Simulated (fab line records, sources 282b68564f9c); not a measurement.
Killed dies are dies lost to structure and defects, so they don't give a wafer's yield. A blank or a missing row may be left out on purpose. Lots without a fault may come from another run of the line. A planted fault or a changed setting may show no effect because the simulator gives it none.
Split-lot experiment | flow rit_cmos | 5 lots, 23 wafers read, on a route of 202 steps

THE SPLIT
At RIT_GATE_OXIDATION_05 (target thk 3 nm, ox time 270 s), the setting ox_time_s was moved away from the recipe's 270 s on 20 of the 23 wafers read, by -11.8% to +10.6%. The other wafers ran this setting at the recipe's value.

FROM THE SPLIT TO THE READING: what the file shows between them, 1 step
- RIT_GATE_ANNEAL_06: time 600 s

THE READING
GATE_OXIDE_THK, in nm, at RIT_GATE_THK_MEAS_07. Fault-free wafers of this fab line usually give 3.04 nm, standard deviation 0.056 nm.

wafer  | tool, chamber at the split | ox_time_s as run, s | against the recipe | GATE_OXIDE_THK, nm | against lot-mates on the recipe
L076.1 | furnace-02, 0              | 270                 | recipe             | 2.97               | -
L076.3 | furnace-02, 0              | 270                 | recipe             | 3.03               | -
L076.6 | furnace-02, 0              | 270                 | recipe             | 3.06               | -
L079.1 | -, -                       | 252.1               | -6.6%              | 2.85               | no lot-mate on the recipe
L079.2 | -, -                       | 252.1               | -6.6%              | 2.97               | no lot-mate on the recipe
L079.4 | -, -                       | 252.1               | -6.6%              | 2.93               | no lot-mate on the recipe
L079.5 | -, -                       | 252.1               | -6.6%              | 2.84               | no lot-mate on the recipe
L079.6 | -, -                       | 252.1               | -6.6%              | 2.93               | no lot-mate on the recipe
L081.1 | -, -                       | 298.7               | +10.6%             | 3.21               | no lot-mate on the recipe
L081.2 | -, -                       | 298.7               | +10.6%             | 3.30               | no lot-mate on the recipe
L081.3 | -, -                       | 298.7               | +10.6%             | 3.28               | no lot-mate on the recipe
L081.4 | -, -                       | 298.7               | +10.6%             | 3.23               | no lot-mate on the recipe
L081.5 | -, -                       | 298.7               | +10.6%             | 3.35               | no lot-mate on the recipe
L084.1 | -, -                       | 238.2               | -11.8%             | 2.81               | no lot-mate on the recipe
L084.2 | -, -                       | 238.2               | -11.8%             | 2.77               | no lot-mate on the recipe
L084.3 | -, -                       | 238.2               | -11.8%             | 2.89               | no lot-mate on the recipe
L084.5 | -, -                       | 238.2               | -11.8%             | 2.86               | no lot-mate on the recipe
L084.6 | -, -                       | 238.2               | -11.8%             | 2.78               | no lot-mate on the recipe
L085.2 | -, -                       | 296.8               | +9.9%              | 3.28               | no lot-mate on the recipe
L085.3 | -, -                       | 296.8               | +9.9%              | 3.28               | no lot-mate on the recipe
L085.4 | -, -                       | 296.8               | +9.9%              | 3.23               | no lot-mate on the recipe
L085.5 | -, -                       | 296.8               | +9.9%              | 3.25               | no lot-mate on the recipe
L085.6 | -, -                       | 296.8               | +9.9%              | 3.26               | no lot-mate on the recipe

THE FIT
A straight line over all 23 wafers: GATE_OXIDE_THK changes by +0.0206 nm for each +1% of ox_time_s; r = +0.97; the points scatter about the line by 0.047 nm.
Too few moved wafers have a lot-mate on the recipe to fit a line with each lot's own level taken away.

THE WHOLE CHAIN: every reading that the file lists as answering this split, in the file's order
step                  | what it does                   | reading                                                                           | change (the file's fit)                | r (the file's)
RIT_GATE_OXIDATION_05 | target thk 3 nm, ox time 270 s | SiO2_of_GATE_OXIDATION_05.thk_nm (the simulator's own value, which no gauge read) | +0.0202 nm for each +1% of the setting | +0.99
RIT_GATE_THK_MEAS_07  |                                | GATE_OXIDE_THK                                                                    | +0.0205 for each +1% of the setting    | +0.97

THE FILE'S OWN FIT
GATE_OXIDE_THK changes by +0.0205 nm for each +1% of ox_time_s, r = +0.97.
